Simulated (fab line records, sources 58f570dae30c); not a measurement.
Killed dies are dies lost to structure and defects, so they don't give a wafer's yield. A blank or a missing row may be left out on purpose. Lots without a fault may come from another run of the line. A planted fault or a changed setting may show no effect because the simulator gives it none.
fab line records | flow berkeley_cmos170
record lots=14 wafers=42 last_day=13
route steps=331 shown PVT@123
lots that met no fault: from a run of the same line without faults
start_h: hours from the record's first day to the start of the lot's first wafer shown | wait_h: hours since the lot's step before | " the same as in the row above | L1.1+2: a row that stands for several wafers | - no value, or no start given | * or withheld: withheld | < > ~ a bound
route shown NAME@n: a module of which the file shows steps, and the number in the route of the first | usual: mean/standard deviation of fault-free wafers | same: alike in all rows | chamber/n: place in a boat | sites: the reading at each site | _std_site: their standard deviation | _edge_site: outer sites' mean less inner sites' | radius_mm: how far each site lies from the wafer's centre | mask NAME#n: copy n | behind: the tool/chamber that last shaped the wafer | hold: why the lot was held/for how many hours/how that ended | device: the transistor (n, p or np) that didn't switch | end of line: the same wafers' tests at the end of the route | a step without rows: its recipe alone | killed: dies lost to structure and defects at the first sort, not the wafer's yield | map: a wafer's dies, x killed, . not, _ none there
set.NAME: the setting as run; set.NAME@STEP: as run at that earlier step | model.NAME: the simulator's own value behind a step, which no gauge read
steps of the route over a sample of lots; a table a step, a row a wafer
services: from which hour (start_h, from the record's first day; less than 0 if before it) a tool's chamber was out of use, for how many hours, and why
## steps
# step UCB170_PVT_STRIP_08
# recipe chemistry=O2 power_w=400 pressure_mtorr=3500 platen_temp_c=withheld o2_flow_sccm=400 overash_fraction=0.5
# usual drypump_motor_current_A=5.6/0.35 oes_product_au=0.735/0.0044 overash_fraction=0.5/0 strip_time_to_endpoint_s=21.63/0.086
# columns lot.wafer tool chamber start_h wait_h drypump_motor_current_A oes_product_au overash_fraction rf_hours_counter_h strip_time_to_endpoint_s
L546.1 plasma_asher-03 0 144.57 0.1 5.9 0.737 0.5 40 21.63
L546.2 " 1 " " 5.4 0.737 0.5 40 21.66
L546.3 " 1 " " 5.4 0.728 0.5 - 21.64
L548.1 plasma_asher-04 1 149.56 0.1 5.4 0.732 0.5 35 21.58
L548.3 " 0 " " 5.1 0.742 0.5 - 21.59
L548.4 " 1 " " 5.4 0.728 0.5 - 21.63
L547.3 plasma_asher-03 0 151.40 0.1 5.9 0.734 0.5 - 21.49
L547.5 " 0 " " 5.9 0.729 0.5 - 21.51
L547.6 " 1 " " 5.4 0.735 0.5 - 21.59
L550.3 plasma_asher-04 0 180.98 0.1 5.1 0.726 0.5 - 21.60
L550.4 " 1 " " 5.4 0.737 0.5 - 21.62
L550.6 " 0 " " 5.1 0.738 0.5 - 21.67
L551.1 plasma_asher-03 0 181.89 0.1 5.9 0.738 0.5 45 21.59
L551.4 " 0 " " 6.0 0.734 0.5 - 21.64
L551.5 " 0 " " 6.0 0.732 0.5 - 21.67
L553.3 plasma_asher-03 1 183.10 0.1 5.4 0.736 0.5 - 21.70
L553.4 " 0 " " 6.0 0.734 0.5 - 21.60
L553.6 " 0 " " 6.0 0.728 0.5 - 21.69
L557.1 plasma_asher-01 1 192.09 0.1 6.1 0.739 0.5 44 21.60
L557.3 " 0 " " 5.8 0.737 0.5 - 21.59
L557.4 " 1 " " 6.1 0.731 0.5 - 21.63
L554.2 plasma_asher-04 1 192.36 0.1 5.4 0.735 0.5 42 21.61
L554.5 " 0 " " 5.1 0.732 0.5 - 21.49
L554.6 " 1 " " 5.4 0.741 0.5 - 21.57
L555.2 plasma_asher-03 0 192.64 0.1 6.0 0.672 0.7 47 21.74
L555.4 " 0 " " 5.9 0.675 0.7 - 21.73
L555.6 " 0 " " 6.0 0.671 0.7 - 21.67
L556.1 plasma_asher-04 0 193.36 0.1 5.1 0.734 0.5 42 21.68
L556.2 " 1 " " 5.4 0.735 0.5 42 21.69
L556.6 " 0 " " 5.1 0.737 0.5 - 21.63
L561.2 plasma_asher-01 1 221.41 0.1 6.2 0.738 0.5 47 21.72
L561.3 " 1 " " 6.1 0.731 0.5 - 21.71
L561.4 " 0 " " 5.8 0.735 0.5 - 21.72
L559.2 plasma_asher-03 1 221.68 0.1 5.4 0.686 0.7 50 21.61
L559.3 " 0 " " 5.9 0.685 0.7 - 21.58
L559.6 " 1 " " 5.4 0.681 0.7 - 21.58
L567.2 plasma_asher-01 0 236.07 0.1 5.8 0.735 0.5 49 21.59
L567.3 " 0 " " 5.8 0.732 0.5 - 21.58
L567.4 " 1 " " 6.1 0.729 0.5 - 21.60
L565.1 plasma_asher-04 0 236.18 0.1 5.1 0.743 0.5 46 21.69
L565.4 " 0 " " 5.1 0.735 0.5 - 21.68
L565.6 " 0 " " 5.0 0.736 0.5 - 21.66
## services
# columns tool chamber start_h hours kind
plasma_asher-04 - 195.78 6.0 repair
plasma_asher-04 - 231.39 4.7 repair
## key
first_sign step=UCB170_PVT_STRIP_08 reading=overash_fraction direction=up sigmas=99+ usual=0.5 struck=0.7
effect step=UCB170_PVT_STRIP_08 reading=oes_product_au direction=down sigmas=13 usual=0.735 struck=0.678
met_at UCB170_PVT_STRIP_08
struck_lots L555,L559
sort_left_out L555.2,L555.4,L555.6
tester_left_out L555,L559
onset_between 183.10 192.64
fault kind=process_parameter_drift tool=plasma_asher-03 chamber=- onset_h=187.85 steps=UCB170_PVT_STRIP_08 channel=overash_fraction offset=0.2 shape=step end_h=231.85 acts_in=these_recipes_only stated=0.5
# tester_left_out: of these lots the tester's yield and bins aren't shown, on N5 and GAA mostly nor the transistor test; their killed dies are dies lost to structure and defects alone, not to doping, threshold or leakage, so they don't give the yield
# sort_left_out: the simulated sort isn't trusted on such a fault, so these wafers' sort isn't shown, and their yield isn't known
